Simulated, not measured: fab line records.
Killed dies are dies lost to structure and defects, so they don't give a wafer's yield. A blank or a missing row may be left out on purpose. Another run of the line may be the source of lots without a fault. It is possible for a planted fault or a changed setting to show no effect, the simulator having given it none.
What tool caused it? || flow rit-cmos || 14 lots, 42 wafers sampled, at 2 steps of a route of 202

== WHAT EACH GAUGE READ, for each wafer ==
RIT_M1_CD_MEAS_09: the cd target is 2600 nm.
{"lot": "L720", "measured": "day 3 10:52", "on": "cd-sem-02", "cd-nm (nm)": "2603.1 2602.4 2604.0"}
{"lot": "L722", "measured": "day 3 22:28", "on": "cd-sem-01", "cd-nm (nm)": "2598.5 2598.8 2599.5"}
{"lot": "L723", "measured": "day 4 01:22", "on": "cd-sem-02", "cd-nm (nm)": "2600.8 2602.0 2599.8"}
{"lot": "L725", "measured": "day 4 09:26", "on": "cd-sem-02", "cd-nm (nm)": "2598.2 2598.5 2597.2"}
{"lot": "L726", "measured": "day 4 14:13", "on": "cd-sem-02", "cd-nm (nm)": "2597.6 2599.8 2596.4"}
{"lot": "L727", "measured": "day 4 17:54", "on": "cd-sem-01", "cd-nm (nm)": "- - -"}
{"lot": "L728", "measured": "day 5 02:50", "on": "cd-sem-02", "cd-nm (nm)": "- - -"}
{"lot": "L733", "measured": "day 6 02:58", "on": "cd-sem-02", "cd-nm (nm)": "2600.2 2597.8 2598.0"}
{"lot": "L737", "measured": "day 6 21:16", "on": "cd-sem-01", "cd-nm (nm)": "2600.8 2602.3 2601.3"}
{"lot": "L738", "measured": "day 7 05:55", "on": "cd-sem-01", "cd-nm (nm)": "2596.0 2597.5 2598.8"}
{"lot": "L739", "measured": "day 7 07:58", "on": "cd-sem-02", "cd-nm (nm)": "2603.3 2604.4 2606.0"}
{"lot": "L740", "measured": "day 7 15:30", "on": "cd-sem-02", "cd-nm (nm)": "2601.1 2600.8 2597.0"}
{"lot": "L742", "measured": "day 8 03:18", "on": "cd-sem-02", "cd-nm (nm)": "2603.0 2604.3 2601.2"}
{"lot": "L743", "measured": "day 8 07:56", "on": "cd-sem-01", "cd-nm (nm)": "2597.6 2597.9 2597.6"}

== TOOL THAT RAN EACH LOT (tool first, then ch and the chambers of the sampled wafers, then the start) ==
{"lot": "L720", "RIT_M1_COAT_04": "litho-track-01 ch 0, day 3 10:08"}
{"lot": "L722", "RIT_M1_COAT_04": "litho-track-04 ch 0, day 3 21:39"}
{"lot": "L723", "RIT_M1_COAT_04": "litho-track-02 ch 0, day 4 00:38"}
{"lot": "L725", "RIT_M1_COAT_04": "litho-track-01 ch 0, day 4 08:42"}
{"lot": "L726", "RIT_M1_COAT_04": "litho-track-04 ch 0, day 4 13:22"}
{"lot": "L727", "RIT_M1_COAT_04": "litho-track-04, day 4 17:10"}
{"lot": "L728", "RIT_M1_COAT_04": "litho-track-02, day 5 01:59"}
{"lot": "L733", "RIT_M1_COAT_04": "litho-track-01 ch 0, day 6 02:16"}
{"lot": "L737", "RIT_M1_COAT_04": "litho-track-02 ch 0, day 6 20:32"}
{"lot": "L738", "RIT_M1_COAT_04": "litho-track-02 ch 0, day 7 05:06"}
{"lot": "L739", "RIT_M1_COAT_04": "litho-track-02 ch 0, day 7 07:08"}
{"lot": "L740", "RIT_M1_COAT_04": "litho-track-02 ch 0, day 7 14:38"}
{"lot": "L742", "RIT_M1_COAT_04": "litho-track-02 ch 0, day 8 02:28"}
{"lot": "L743", "RIT_M1_COAT_04": "litho-track-02 ch 0, day 8 07:04"}
- RIT_M1_COAT_04: resist thk 1300 nm.

== WHAT THE TOOLS THEMSELVES READ (means of the sampled wafers that have a number; where no wafer has one, the mark that the record gives instead) ==
RIT_M1_COAT_04.
{"lot": "L720", "tool": "litho-track-01", "chill-plate-temp-C (C)": 23.01, "dispense-pressure-kPa (kPa)": 53}
{"lot": "L722", "tool": "litho-track-04", "chill-plate-temp-C (C)": 23.07, "dispense-pressure-kPa (kPa)": 46}
{"lot": "L723", "tool": "litho-track-02", "chill-plate-temp-C (C)": 22.99, "dispense-pressure-kPa (kPa)": 57}
{"lot": "L725", "tool": "litho-track-01", "chill-plate-temp-C (C)": 22.95, "dispense-pressure-kPa (kPa)": 53}
{"lot": "L726", "tool": "litho-track-04", "chill-plate-temp-C (C)": 23.00, "dispense-pressure-kPa (kPa)": 46}
{"lot": "L727", "tool": "litho-track-04", "chill-plate-temp-C (C)": "-", "dispense-pressure-kPa (kPa)": "-"}
{"lot": "L728", "tool": "litho-track-02", "chill-plate-temp-C (C)": "-", "dispense-pressure-kPa (kPa)": "-"}
{"lot": "L733", "tool": "litho-track-01", "chill-plate-temp-C (C)": 23.11, "dispense-pressure-kPa (kPa)": 53}
{"lot": "L737", "tool": "litho-track-02", "chill-plate-temp-C (C)": 23.00, "dispense-pressure-kPa (kPa)": 57}
{"lot": "L738", "tool": "litho-track-02", "chill-plate-temp-C (C)": 22.90, "dispense-pressure-kPa (kPa)": 57}
{"lot": "L739", "tool": "litho-track-02", "chill-plate-temp-C (C)": 22.96, "dispense-pressure-kPa (kPa)": 57}
{"lot": "L740", "tool": "litho-track-02", "chill-plate-temp-C (C)": 22.96, "dispense-pressure-kPa (kPa)": 57}
{"lot": "L742", "tool": "litho-track-02", "chill-plate-temp-C (C)": 23.16, "dispense-pressure-kPa (kPa)": 57}
{"lot": "L743", "tool": "litho-track-02", "chill-plate-temp-C (C)": 22.99, "dispense-pressure-kPa (kPa)": 57}

== THE ANSWER, worked out from the rows above alone ==
Rule: the usual values come from the lots themselves. Put in order of their means at a reading, lots are off if they are a third of the lots or fewer, leave a main group of 4 or more, and stand apart from it by a gap of 3 or more times the standard deviation of the main group's means; of several such gaps the widest counts. A main group is skipped when, at the precision printed for the reading in the tables above, its means are all equal. Also off: a lot with no number at a reading for which 4 or more lots have one. Where the step has rows for the other lots, those lots are counted as sound. Order of review: gauges by route order, followed by the tools' own readings, for which a lot's mean as printed above is used. The first step at which some lot is off is used, and at that step the reading that is off furthest; a lot without a number counts as furthest.
Off, at RIT_M1_CD_MEAS_09 on cd-nm: L727, L728. Without a number there: L727, L728. For the main group the mean is 2600.1 nm and the standard deviation 2.3.
A tool fits if, at a process step before that reading, it ran every lot that is off, and no sound lot after the first of them. Not tried: the gauges at RIT_M1_CD_MEAS_09; whatever is off there is also off at RIT_M1_COAT_04, on other tools, and gauge error can't account for it. None of those tried fits.

== WHAT THE SIMULATOR HAD PUT IN ==
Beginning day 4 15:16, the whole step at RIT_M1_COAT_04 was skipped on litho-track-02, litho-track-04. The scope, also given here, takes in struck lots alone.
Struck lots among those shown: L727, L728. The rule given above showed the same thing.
